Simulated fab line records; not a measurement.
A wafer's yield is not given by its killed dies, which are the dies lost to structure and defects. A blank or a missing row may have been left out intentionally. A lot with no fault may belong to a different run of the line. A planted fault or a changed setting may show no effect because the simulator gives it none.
Split-lot trial    flow ritCmos    5 lots, 23 wafers read, on a route of 202 steps

== THE SPLIT ITSELF ==
At RIT_SILICIDE_SPUTTER_01 (material Ti, target thk 30 nm, time 240 s), the setting timeS was moved away from the recipe's 240 s on 8 of the 23 wafers read, by -14.0% to -5.7%. All remaining wafers had this setting at the recipe value.

== THE PATH FROM SPLIT TO READING: the file shows 1 step between them ==
- RIT_SILICIDE_RS_MEAS_02: measures by four-point-probe

== THE READING ==
SILICIDE_TI_THK, in nm, at RIT_SILICIDE_THK_MEAS_03 (measures by xrf). On this fab line, fault-free wafers typically give 30.3 nm with a standard deviation of 0.38 nm.

wafer   tool, chamber at the split  timeS as run, s  against the recipe  SILICIDE_TI_THK, nm  against lot-mates on the recipe
L074.2  pvdSputter-01, -            240              recipe              30.1                 -
L074.3  pvdSputter-01, -            206.4            -14.0%              26.2                 -3.9
L074.4  pvdSputter-01, -            240              recipe              30.0                 -
L074.5  pvdSputter-01, -            240              recipe              30.3                 -
L074.6  pvdSputter-01, -            206.4            -14.0%              25.9                 -4.2
L076.1  pvdSputter-01, -            240              recipe              30.6                 -
L076.2  pvdSputter-01, -            240              recipe              30.1                 -
L076.3  pvdSputter-01, -            240              recipe              30.1                 -
L076.4  pvdSputter-01, -            240              recipe              30.1                 -
L076.5  pvdSputter-01, -            240              recipe              30.2                 -
L078.1  pvdSputter-01, -            222.6            -7.3%               27.8                 -2.4
L078.2  pvdSputter-01, -            240              recipe              30.1                 -
L078.3  pvdSputter-01, -            222.6            -7.3%               27.7                 -2.6
L078.4  pvdSputter-01, -            240              recipe              30.4                 -
L078.5  pvdSputter-01, -            222.6            -7.3%               28.2                 -2.1
L084.1  pvdSputter-01, -            240              recipe              29.9                 -
L084.2  pvdSputter-01, -            240              recipe              30.1                 -
L084.3  pvdSputter-01, -            226.3            -5.7%               28.4                 -1.6
L084.4  pvdSputter-01, -            226.3            -5.7%               28.5                 -1.5
L084.5  pvdSputter-01, -            226.3            -5.7%               28.4                 -1.6
L085.1  pvdSputter-04, -            240              recipe              31.0                 -
L085.2  pvdSputter-04, -            240              recipe              30.6                 -
L085.3  pvdSputter-04, -            240              recipe              30.7                 -

THE FIT
A straight line over all 23 wafers: SILICIDE_TI_THK changes by +0.31 nm for each +1% of timeS; r = +0.98; the points scatter about the line by 0.28 nm.
The same after taking each lot's own level away (the mean of its wafers on the recipe; 23 wafers): +0.297 nm for each +1%; r = +0.99; scatter 0.19 nm.
Per that fit: largest timeS move, reading shift of 4.2 nm.
Across the lots, their own levels run from 30.00 to 30.77 nm, a range of 2.0 times the standard deviation given above.
The two slopes agree, so the slope changes little with the lot-to-lot level.
Check: with one of the wafers moved furthest among these (-14.0%) left out of the fit, the line predicts -4.26 nm for it against its lot-mates. Against them it came out at -3.93 nm.

== ADDITIONAL SPLITS CARRIED BY THESE WAFERS ==
Note: prior to the reading, these wafers also went through further splits. Each is held against what the fit with the lots' levels taken away leaves over:
other split on the same wafers  wafers away from the commonest value  r with SILICIDE_TI_THK (lot level and that fit taken away)
RIT_NSD_SOFTBAKE_02 tempC       10                                    -0.05
RIT_NSD_IMPLANT_08 energyKev    6                                     +0.22

== THE WHOLE CHAIN: every reading that the file lists as answering this split, in the file's order ==
step                      what it does                               reading                                                                           change (the file's fit)                r (the file's)
RIT_SILICIDE_SPUTTER_01   material Ti, target thk 30 nm, time 240 s  Ti_of_SILICIDE_SPUTTER_01.thkNm (the simulator's own value, which no gauge read)  +0.294 nm for each +1% of the setting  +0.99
RIT_SILICIDE_RS_MEAS_02   measures by four-point-probe               SILICIDE_TI_RS                                                                    -0.69 for each +1% of the setting      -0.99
RIT_SILICIDE_THK_MEAS_03  measures by xrf                            SILICIDE_TI_THK                                                                   +0.296 for each +1% of the setting     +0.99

== FILE'S OWN FIT ==
SILICIDE_TI_THK changes by +0.296 nm for each +1% of timeS, r = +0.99.
